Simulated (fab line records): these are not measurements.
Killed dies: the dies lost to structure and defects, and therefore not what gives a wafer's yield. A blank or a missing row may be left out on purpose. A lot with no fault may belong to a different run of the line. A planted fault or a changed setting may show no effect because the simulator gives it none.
fab line records | flow rit-cmos | part 2 of 2: steps 37 to 50 of 50
record: lots: 5 | wafers: 15 | last-day: 7
route steps=202 shown GATE@87 REOX@98 NLDD@103 PLDD@114 SPACER@125 NSD@131
lots that met no fault: from a run of the same line without faults
start-h: hours from the record's opening day to when the first of the lot's shown wafers began | wait-h: how many hours have passed since the lot's step before this one | " same as the row above | L1.1+2: a single row standing in for several wafers | - value missing, or start not given | * or withheld: withheld | < > ~ a bound
route shown NAME@n: names a module that has steps shown in the file, with the first one's number in the route | usual: mean/standard deviation taken from wafers without a fault | same: alike in all rows | chamber/n: place in a boat | sites: each site's reading | _std_site: their standard deviation | _edge_site: the outer-site mean with the inner-site mean subtracted | radius-mm: how far each site lies from the wafer's centre | mask NAME#n: copy n | behind: the most recent tool/chamber to have shaped the wafer | hold: cause of the lot's hold/its duration in hours/its outcome | device: whichever transistor did not switch (one of n, p or np) | end of line: tests of these same wafers at the route's end | where a step has no rows: the recipe by itself | killed: not the wafer's yield, but the dies lost to structure and defects at the first sort | map: dies across one wafer; x = killed, . = not, _ = none there
set.NAME: setting as actually run; set.NAME@STEP: the setting as run at that earlier step | model.NAME: the simulator's own value behind a step, which no gauge read
certain route steps with their lots: each step a table, each wafer a row
services: when a tool's chamber went out of use (start-h, in hours from the record's first day, below 0 if earlier), for how many hours, and the reason
== steps ==
step: RIT_PLDD_STRIP_09
recipe: chemistry: O2 | time-s: 180 | resist: NOVOLAK | platen-temp-c: withheld | power-w: 500 | pressure-mtorr: 4000 | o2-flow-sccm: 4000
usual: drypump-motor-current-A: 5.70/0.22
lot.wafer | tool            | chamber | start-h | wait-h | drypump-motor-current-A | rf-hours-counter-h
L075.1    | plasma-asher-02 | 0       | 47.56   | 0.1    | 5.64                    | 32
L075.5    | "               | 1       | "       | "      | 5.53                    | -
L075.6    | "               | 0       | "       | "      | 5.63                    | -
L084.2    | plasma-asher-01 | 0       | 92.81   | 0.1    | 6.16                    | 32
L084.4    | "               | 1       | "       | "      | 5.73                    | -
L084.6    | "               | 0       | "       | "      | 6.16                    | -
L091.1    | plasma-asher-03 | 0       | 128.67  | 0.1    | 5.96                    | 50
L091.4    | "               | 1       | "       | "      | 5.47                    | -
L091.5    | "               | 0       | "       | "      | 5.94                    | -
L096.2    | plasma-asher-03 | 0       | 155.24  | 0.1    | 5.93                    | 51
L096.3    | "               | 0       | "       | "      | 5.97                    | -
L096.6    | "               | 1       | "       | "      | 5.46                    | -
L097.1    | plasma-asher-02 | 1       | 162.40  | 0.1    | 5.55                    | 5
L097.2    | "               | 0       | "       | "      | 5.61                    | 5
L097.5    | "               | 1       | "       | "      | 5.55                    | -
step: RIT_PLDD_TW_MEAS_10
usual: PLDD_TW: 2330/12
lot.wafer | tool          | chamber | start-h | wait-h | PLDD_TW
L075.1    | film-metro-03 | -       | 47.74   | 0.1    | 2328
L075.5    | "             | -       | "       | "      | 2330
L075.6    | "             | -       | "       | "      | 2332
L084.2    | film-metro-03 | -       | 93.00   | 0.1    | 2350
L084.4    | "             | -       | "       | "      | 2344
L084.6    | "             | -       | "       | "      | 2335
L091.1    | film-metro-03 | -       | 128.84  | 0.1    | 2324
L091.4    | "             | -       | "       | "      | 2336
L091.5    | "             | -       | "       | "      | 2332
L096.2    | film-metro-04 | -       | 155.42  | 0.1    | 2320
L096.3    | "             | -       | "       | "      | 2323
L096.6    | "             | -       | "       | "      | 2328
L097.1    | film-metro-02 | -       | 162.57  | 0.1    | 2304
L097.2    | "             | -       | "       | "      | 2315
L097.5    | "             | -       | "       | "      | 2327
step: RIT_SPACER_CLEAN_00
recipe: chemistry: SC1 | mix: 3:3:50 | time-s: 600 | temp-c: 75
lot.wafer  | tool         | chamber | start-h | wait-h
L075.1+5+6 | wet-bench-04 | 3       | 47.80   | 0.1
L084.2+4+6 | wet-bench-04 | 2       | 93.05   | 0.0
L091.1+4+5 | wet-bench-03 | 3       | 128.90  | 0.1
L096.2+3+6 | wet-bench-03 | 2       | 155.47  | 0.0
L097.1+2+5 | wet-bench-02 | 1       | 162.63  | 0.1
step: RIT_SPACER_CLEAN_01
recipe: chemistry: dHF | dilution: 50:1 | time-s: 30
lot.wafer  | tool         | chamber | start-h | wait-h
L075.1+5+6 | wet-bench-02 | 0       | 47.99   | 0.0
L084.2+4+6 | wet-bench-03 | 0       | 93.40   | 0.0
L091.1+4+5 | wet-bench-02 | 3       | 129.09  | 0.0
L096.2+3+6 | wet-bench-04 | 1       | 155.66  | 0.0
L097.1+2+5 | wet-bench-03 | 0       | 162.81  | 0.0
step: RIT_SPACER_CLEAN_02
recipe: chemistry: SC2 | mix: 3:3:50 | time-s: 600 | temp-c: 75 | dry: n2-spin
lot.wafer  | tool         | chamber | start-h | wait-h
L075.1+5+6 | wet-bench-04 | 3       | 48.01   | 0.0
L084.2+4+6 | wet-bench-02 | 0       | 93.41   | 0.0
L091.1+4+5 | wet-bench-03 | 1       | 129.11  | 0.0
L096.2+3+6 | wet-bench-03 | 1       | 155.68  | 0.0
L097.1+2+5 | wet-bench-02 | 3       | 162.82  | 0.0
step: RIT_SPACER_CVD_03
recipe: material: Si3N4 | target-thk-nm: 250 | temp-c: 810 | precursor: SiH2Cl2/NH3 | time-s: 3300 | pressure-mtorr: 300 | sih2cl2-flow-sccm: 60 | nh3-flow-sccm: 150
lot.wafer  | tool     | chamber | start-h | wait-h
L075.1+5+6 | lpcvd-01 | 1       | 48.20   | 0.0
L084.2+4+6 | lpcvd-01 | 0       | 93.59   | 0.0
L091.1+4+5 | lpcvd-02 | 1       | 129.30  | 0.0
L096.2+3+6 | lpcvd-02 | 1       | 155.87  | 0.0
L097.1+2+5 | lpcvd-02 | 0       | 164.31  | 1.3
step: RIT_SPACER_THK_MEAS_04
recipe: reads: Si3N4_of_SPACER_CVD_03
usual: SPACER_NITRIDE_THK: 250.5/2
lot.wafer | tool          | chamber | start-h | wait-h | SPACER_NITRIDE_THK[nm]
L075.1    | film-metro-01 | -       | 50.11   | 0.0    | 251.9
L075.5    | "             | -       | "       | "      | 252.0
L075.6    | "             | -       | "       | "      | 249.3
L084.2    | film-metro-02 | -       | 95.51   | 0.0    | 247.2
L084.4    | "             | -       | "       | "      | 248.2
L084.6    | "             | -       | "       | "      | 249.7
L091.1    | film-metro-04 | -       | 131.22  | 0.0    | 253.5
L091.4    | "             | -       | "       | "      | 252.1
L091.5    | "             | -       | "       | "      | 251.8
L096.2    | film-metro-04 | -       | 157.80  | 0.0    | 250.8
L096.3    | "             | -       | "       | "      | 253.0
L096.6    | "             | -       | "       | "      | 253.1
L097.1    | film-metro-02 | -       | 166.23  | 0.0    | 251.4
L097.2    | "             | -       | "       | "      | 251.2
L097.5    | "             | -       | "       | "      | 251.1
step: RIT_SPACER_ETCHBACK_05
recipe: target-depth-a: 2500 | SF6_flow_sccm: 30 | CHF3_flow_sccm: 30 | target: Si3N4 | chemistry: SF6/CHF3 | pressure-mtorr: 40 | rf-w: 250 | time-s: 230.9 | stop-on: SiO2
usual: drypump-motor-current-A: 5.8/0.43 | oes-product-au: 0.869/0.016 | throttle-valve-pct: 10.29/0.12
lot.wafer | tool        | chamber | start-h | wait-h | drypump-motor-current-A | oes-product-au | rf-hours-counter-h | throttle-valve-pct
L075.1    | rie-diel-03 | 2       | 50.17   | 0.1    | 6.1                     | 0.898          | 137                | 10.26
L075.5    | "           | 3       | "       | "      | 5.8                     | 0.852          | -                  | 10.19
L075.6    | "           | 0       | "       | "      | 5.3                     | 0.849          | -                  | 10.38
L084.2    | rie-diel-03 | 3       | 95.56   | 0.0    | 5.8                     | 0.849          | 66                 | 10.18
L084.4    | "           | 1       | "       | "      | 6.0                     | 0.854          | 59                 | 10.22
L084.6    | "           | 1       | "       | "      | 6.1                     | 0.851          | -                  | 10.21
L091.1    | rie-diel-01 | 1       | 131.28  | 0.1    | 6.6                     | 0.881          | 7                  | 10.08
L091.4    | "           | 0       | "       | "      | 5.5                     | 0.875          | 7                  | 10.30
L091.5    | "           | 2       | "       | "      | 5.7                     | 0.899          | -                  | 10.39
L096.2    | rie-diel-01 | 3       | 157.85  | 0.0    | 5.6                     | 0.881          | 6                  | 10.51
L096.3    | "           | 2       | "       | "      | 5.7                     | 0.891          | 57                 | 10.41
L096.6    | "           | 0       | "       | "      | 5.5                     | 0.884          | -                  | 10.29
L097.1    | rie-diel-03 | 1       | 166.29  | 0.1    | 6.1                     | 0.866          | 60                 | 10.21
L097.2    | "           | 2       | "       | "      | 6.1                     | 0.883          | 139                | 10.26
L097.5    | "           | 1       | "       | "      | 6.1                     | 0.865          | -                  | 10.21
step: RIT_NSD_HMDS_00
recipe: prime-time-s: 60 | prime-temp-c: 140
lot.wafer  | tool           | chamber | start-h | wait-h
L075.1+5+6 | litho-track-01 | 0       | 50.32   | 0.1
L084.2+4+6 | litho-track-02 | 0       | 95.84   | 0.2
L091.1+4+5 | litho-track-03 | 0       | 131.44  | 0.1
L096.2+3+6 | litho-track-02 | 0       | 158.02  | 0.1
L097.1+2+5 | litho-track-01 | 0       | 166.44  | 0.1
step: RIT_NSD_COAT_01
recipe: resist: NOVOLAK | spin-rpm: 3250 | resist-thk-nm: 1000
lot.wafer  | tool           | chamber | start-h | wait-h
L075.1+5+6 | litho-track-01 | 0       | 50.47   | 0.1
L084.2+4+6 | litho-track-02 | 0       | 95.99   | 0.1
L091.1+4+5 | litho-track-03 | 0       | 131.59  | 0.1
L096.2+3+6 | litho-track-02 | 0       | 158.17  | 0.1
L097.1+2+5 | litho-track-01 | 0       | 166.59  | 0.1
step: RIT_NSD_SOFTBAKE_02
recipe: resist: NOVOLAK | temp-c: 90 | time-s: 60
lot.wafer  | tool           | chamber | start-h | wait-h
L075.1+5+6 | litho-track-01 | 0       | 50.62   | 0.1
L084.2+4+6 | litho-track-02 | 0       | 96.14   | 0.1
L091.1+4+5 | litho-track-03 | 0       | 131.74  | 0.1
L096.2+3+6 | litho-track-02 | 0       | 158.32  | 0.1
L097.1+2+5 | litho-track-01 | 0       | 166.74  | 0.1
step: RIT_NSD_EXPOSE_03
recipe: mask-id: M9 | na: 0.57 | target-cd-nm: 40700 | dose-mj: 250
lot.wafer  | tool             | chamber | start-h | wait-h | mask
L075.1+5+6 | iline-stepper-02 | 0       | 50.90   | 0.2    | M9#0
L084.2+4+6 | iline-stepper-01 | 0       | 96.41   | 0.2    | M9#0
L091.1+4+5 | iline-stepper-01 | 0       | 131.89  | 0.1    | M9#0
L096.2+3+6 | iline-stepper-01 | 0       | 158.59  | 0.2    | M9#0
L097.1+2+5 | iline-stepper-02 | 0       | 167.01  | 0.2    | M9#0
step: RIT_NSD_PEB_04
recipe: resist: NOVOLAK | temp-c: withheld | time-s: withheld
lot.wafer  | tool           | chamber | start-h | wait-h
L075.1+5+6 | litho-track-03 | 0       | 51.01   | 0.1
L084.2+4+6 | litho-track-03 | 0       | 96.53   | 0.1
L091.1+4+5 | litho-track-01 | 0       | 132.00  | 0.1
L096.2+3+6 | litho-track-01 | 0       | 158.71  | 0.1
L097.1+2+5 | litho-track-01 | 0       | 167.13  | 0.1
step: RIT_NSD_DEVELOP_05
recipe: resist: NOVOLAK | develop-time-s: 50 | dev-temp-c: 23
usual: developer-temp-C: 23.02/0.11
lot.wafer | tool           | chamber | start-h | wait-h | developer-temp-C
L075.1    | litho-track-03 | 0       | -       | -      | 22.95
L075.5    | "              | 0       | "       | "      | 22.80
L075.6    | "              | 0       | "       | "      | 22.73
L084.2    | litho-track-03 | 0       | -       | -      | 23.02
L084.4    | "              | 0       | "       | "      | 23.02
L084.6    | "              | 0       | "       | "      | 23.06
L091.1    | litho-track-01 | 0       | -       | -      | 23.02
L091.4    | "              | 0       | "       | "      | 22.98
L091.5    | "              | 0       | "       | "      | 22.75
L096.2    | litho-track-01 | 0       | -       | -      | 22.98
L096.3    | "              | 0       | "       | "      | 23.06
L096.6    | "              | 0       | "       | "      | 23.07
L097.1    | litho-track-01 | 0       | -       | -      | 23.09
L097.2    | "              | 0       | "       | "      | 23.16
L097.5    | "              | 0       | "       | "      | 22.99
== services ==
tool             | chamber | start-h | hours | kind
rie-diel-03      | 0       | 22.45   | 14.5  | repair
lpcvd-02         | -       | 24.72   | 1.1   | repair
plasma-asher-03  | -       | 25.21   | 1.6   | repair
plasma-asher-03  | -       | 25.40   | 3.0   | repair
rie-diel-03      | 2       | 26.62   | 7.9   | repair
implanter-02     | -       | 31.30   | 2.7   | repair
rie-si-01        | 1       | 44.13   | 4.1   | repair
implanter-01     | -       | 44.91   | 1.5   | repair
rie-si-02        | -       | 56.12   | 0.7   | repair
plasma-asher-03  | -       | 60.21   | 2.8   | pm
iline-stepper-01 | -       | 73.18   | 1.7   | pm
implanter-01     | -       | 78.50   | 6.1   | repair
plasma-asher-03  | -       | 81.50   | 28.1  | pm
rie-diel-03      | 1       | 82.04   | 5.8   | repair
implanter-03     | -       | 82.41   | 4.7   | pm
rie-si-02        | -       | 84.38   | 14.6  | pm
implanter-01     | -       | 97.13   | 8.4   | repair
iline-stepper-02 | -       | 98.88   | 1.7   | pm
plasma-asher-02  | -       | 108.75  | 9.0   | pm
implanter-03     | -       | 129.79  | 1.3   | repair
plasma-asher-03  | -       | 131.59  | 9.1   | repair
iline-stepper-01 | -       | 132.08  | 9.8   | repair
wet-bench-02     | -       | 136.28  | 1.9   | repair
rie-diel-03      | 0       | 164.10  | 3.5   | repair
